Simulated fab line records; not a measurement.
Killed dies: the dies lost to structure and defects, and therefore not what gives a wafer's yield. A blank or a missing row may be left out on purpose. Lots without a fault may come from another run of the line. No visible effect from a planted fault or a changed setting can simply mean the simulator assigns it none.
What tool caused it? -- flow berkeley-cmos170 -- Sampling: 13 lots, 39 wafers, 4 of 331 route steps

## WHAT EACH GAUGE READ, for each wafer
UCB170_CONTACT_THK_MEAS_02. Usual: CONTACT_PSG_THK gives 698 nm (standard deviation 7.9).
lot,measured,on,CONTACT_PSG_THK (nm),flag
L206,day 6 19:46,film-metro-04,683 679 689,
L207,day 7 02:29,film-metro-03,698 695 700,
L210,day 7 16:49,film-metro-01,714 711 706,
L211,day 7 18:34,film-metro-04,692 697 700,
L212,day 8 10:18,film-metro-01,690 691 692,
L216,day 8 18:51,film-metro-01,709 708 714,
L222,day 10 00:02,film-metro-01,692 700 691,
L224,day 10 08:31,film-metro-03,700 694 699,
L223,day 10 09:04,film-metro-04,700 694 696,
L225,day 10 21:52,film-metro-03,698 697 697,
L227,day 10 23:10,film-metro-03,692 691 698,
L229,day 11 13:17,film-metro-03,690 688 690,
L228,day 11 13:18,film-metro-04,693 698 696,

UCB170_CONTACT_CD_MEAS_15: the cd target is 700 nm. Usual: cd-nm reads 700.3 nm (standard deviation 0.96).
lot,measured,on,cd-nm (nm),flag
L206,day 6 22:04,cd-sem-01,701.7 700.6 700.6,
L207,day 7 04:26,cd-sem-01,700.8 701.5 701.6,
L210,day 7 18:46,cd-sem-01,699.7 699.5 699.0,
L211,day 7 22:08,cd-sem-01,700.1 700.0 699.5,
L212,day 8 14:14,cd-sem-02,701.1 699.8 699.0,
L216,day 8 20:41,cd-sem-02,701.1 701.1 701.1,
L222,day 10 02:07,cd-sem-01,700.3 699.3 700.6,
L224,day 10 10:29,cd-sem-01,700.6 701.6 700.0,
L223,day 10 10:47,cd-sem-02,699.3 698.3 698.4,
L225,day 10 23:50,cd-sem-01,701.1 699.8 701.7,
L227,day 11 00:54,cd-sem-02,700.2 700.7 701.1,
L229,day 11 15:26,cd-sem-01,699.6 699.9 699.4,
L228,day 11 15:08,cd-sem-02,699.1 699.6 699.9,

UCB170_M1_THK_MEAS_02: measures by xrf. Usual: M1_AL_THK gives 592 nm (standard deviation 6.1).
lot,measured,on,M1_AL_THK (nm),flag
L206,day 6 22:58,film-metro-02,603 609 604,
L207,day 7 05:20,film-metro-04,596 602 602,
L210,day 7 20:44,film-metro-04,593 600 590,
L211,day 7 23:02,film-metro-04,588 581 593,
L212,day 8 15:08,film-metro-01,589 589 591,
L216,day 8 21:34,film-metro-01,602 599 596,
L222,day 10 02:59,film-metro-01,599 594 593,
L224,day 10 11:23,film-metro-02,587 593 589,
L223,day 10 11:47,film-metro-02,598 598 603,
L225,day 11 00:45,film-metro-02,594 597 595,
L227,day 11 01:48,film-metro-01,589 587 581,
L229,day 11 16:25,film-metro-01,599 598 594,
L228,day 11 16:12,film-metro-04,595 597 600,

## TOOL THAT RAN EACH LOT (tool first, then ch and the chambers of the sampled wafers, then the start)
lot,UCB170_CONTACT_ETCH_17
L206,"rie-diel-02 ch 1,2,3, day 6 22:12"
L207,"rie-diel-01 ch 0,1,2, day 7 04:34"
L210,"rie-diel-01 ch 0,3, day 7 18:55"
L211,"rie-diel-01 ch 0,1,2, day 7 22:17"
L212,"rie-diel-04 ch 0,2,3, day 8 14:23"
L216,"rie-diel-01 ch 0,1,2, day 8 20:49"
L222,"rie-diel-02 ch 0,1, day 10 02:12"
L224,"rie-diel-02 ch 0,2,3, day 10 10:38"
L223,"rie-diel-04 ch 1,2, day 10 10:56"
L225,"rie-diel-04 ch 0,2,3, day 10 23:59"
L227,"rie-diel-02 ch 2,3, day 11 01:03"
L229,"rie-diel-02 ch 0,3, day 11 15:35"
L228,"rie-diel-01 ch 0,2, day 11 15:15"
- UCB170_CONTACT_ETCH_17: etches BARC in N2/H2.

## WHAT THE TOOLS THEMSELVES READ (means of the sampled wafers that have a number; where no wafer has one, the mark that the record gives instead)
UCB170_CONTACT_ETCH_17. Usual: bias-w 99.97 W, standard deviation 0.3; drypump-motor-current-A 6.0 A, standard deviation 0.59; n2-flow-sccm 100.01 sccm, standard deviation 0.29; oes-product-au 0.998 a.u., standard deviation 0.019; throttle-valve-pct 13.23 %, standard deviation 0.19.
lot,tool,bias-w (W),drypump-motor-current-A (A),n2-flow-sccm (sccm),oes-product-au (a.u.),throttle-valve-pct (%),flag
L206,rie-diel-02,99.85,5.9,99.69,0.975,13.32,
L207,rie-diel-01,100.09,6.2,99.78,1.007,13.18,
L210,rie-diel-01,99.96,6.4,100.31,1.002,13.39,
L211,rie-diel-01,100.07,6.2,100.04,1.009,13.19,
L212,rie-diel-04,99.71,5.9,99.97,1.009,13.34,
L216,rie-diel-01,99.81,6.3,99.73,1.043,13.19,
L222,rie-diel-02,99.77,5.7,100.04,0.995,13.15,
L224,rie-diel-02,99.55,5.9,99.78,0.980,13.26,
L223,rie-diel-04,100.01,6.3,100.22,0.996,13.07,
L225,rie-diel-04,100.29,5.9,100.19,0.995,13.34,
L227,rie-diel-02,100.07,5.8,100.15,0.961,13.37,
L229,rie-diel-02,99.71,6.0,99.99,0.993,13.15,
L228,rie-diel-01,100.00,6.6,100.17,1.027,13.19,

## THE ANSWER, worked out from the rows above alone
Rule: take the mean of a lot's wafers that have a number; if it is more than 3 standard deviations from the usual mean, the lot is off. A lot without any number at a reading at which 4 lots or more have one is off too. Where the step has rows for the other lots, those lots are counted as sound. After the gauges, taken in route order, come the tools' own readings; for these a lot's mean is taken, as printed above. The first step at which some lot is off is used, and at that step the reading that is off furthest; a lot without a number counts as furthest.
Nothing can be told from this: no lot is off at any reading shown.

## WHAT THE SIMULATOR HAD PUT IN
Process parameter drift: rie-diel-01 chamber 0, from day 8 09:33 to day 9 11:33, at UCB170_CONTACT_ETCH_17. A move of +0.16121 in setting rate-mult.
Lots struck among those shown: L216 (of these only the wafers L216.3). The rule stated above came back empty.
